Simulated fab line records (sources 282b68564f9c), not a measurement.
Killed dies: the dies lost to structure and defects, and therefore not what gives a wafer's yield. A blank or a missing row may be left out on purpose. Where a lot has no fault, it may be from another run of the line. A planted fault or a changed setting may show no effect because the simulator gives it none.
2 desks, one fault    flow rit-cmos    every desk sees just its own numbers, and what lay behind them comes last

FOR THE TOOL OWNER'S DESK: rie-metal-01
The tool's own readings at RIT_M1_METAL_ETCH_12 (etches Al in Cl2/BCl3, stops on SiO2, time 165 s, target depth 600 nm): means of the sampled wafers that have a number, for each lot that ran on this tool. Marked OUT: a lot whose mean sits more than 4 standard deviations from the usual mean, which makes it out of limits; the brackets give that distance.
Columns: A = drypump-motor-current-A at RIT_M1_METAL_ETCH_12, usual 5.97 A; B = oes-product-au at RIT_M1_METAL_ETCH_12, usual 0.776 a.u.; C = run-length-s at RIT_M1_METAL_ETCH_12, usual 193.45 s; D = throttle-valve-pct at RIT_M1_METAL_ETCH_12, usual 8.26 %
lot   first seen here  A     B      C                 D
L531  day 4 08:39      6.01  0.763  193.41            8.27
L534  day 4 23:44      5.72  0.763  193.70            8.34
L540  day 6 03:53      5.89  0.731  207.86 (+53) OUT  8.31
L543  day 6 20:16      5.87  0.734  208.20 (+55) OUT  8.30
This desk finds L540, L543 out of limits, L540 being first, at day 6 03:53 (run-length-s at RIT_M1_METAL_ETCH_12). L531, L534: within limits.

AT THE METROLOGY DESK
Means of the sampled wafers that have a number, per lot and without regard to the tool the lot ran on: this is what the gauges read. Marked OUT: a lot whose mean sits more than 4 standard deviations from the usual mean, which makes it out of limits; the brackets give that distance.
Columns: A = M1_AL_RS at RIT_M1_RS_MEAS_01, usual 0.0732 ohm/sq; B = M1_AL_THK at RIT_M1_THK_MEAS_02, usual 400 nm; C = cd-nm at RIT_M1_CD_MEAS_09, usual 2600.3 nm; D = M1_OVL at RIT_M1_OVL_MEAS_10, usual 0.1 nm
lot   first seen here  A       B    C       D
L531  day 4 07:13      0.0734  399  2598.5  -0.9
L534  day 4 22:00      0.0742  391  2600.2  1.8
L540  day 6 02:17      0.0735  397  2604.2  0.6
L541  day 6 10:07      0.0722  408  2600.2  0.9
L543  day 6 18:49      0.0725  406  2599.8  -0.7
L546  day 7 11:44      0.0725  404  2599.1  -0.3
Result from this desk: across the 6 lots, nothing is out of limits.

ALL TOGETHER
At day 6 03:53, on L540, L543, the tool owner's desk was in a position to raise an alarm.
At the metrology desk, nothing out of limits was observed.
The metrology desk has L540, L543 on record, within its limits.
All the named lots went through RIT_M1_METAL_ETCH_12 on rie-metal-01.

WHAT WAS PUT IN BY THE SIMULATOR
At RIT_M1_METAL_ETCH_12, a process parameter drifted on rie-metal-01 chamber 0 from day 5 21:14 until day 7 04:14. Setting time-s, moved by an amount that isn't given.
Lots struck among those shown: L540, L543.
How many hours passed from the start of the fault until each desk's first out-of-limits reading: the tool owner's desk, 7.
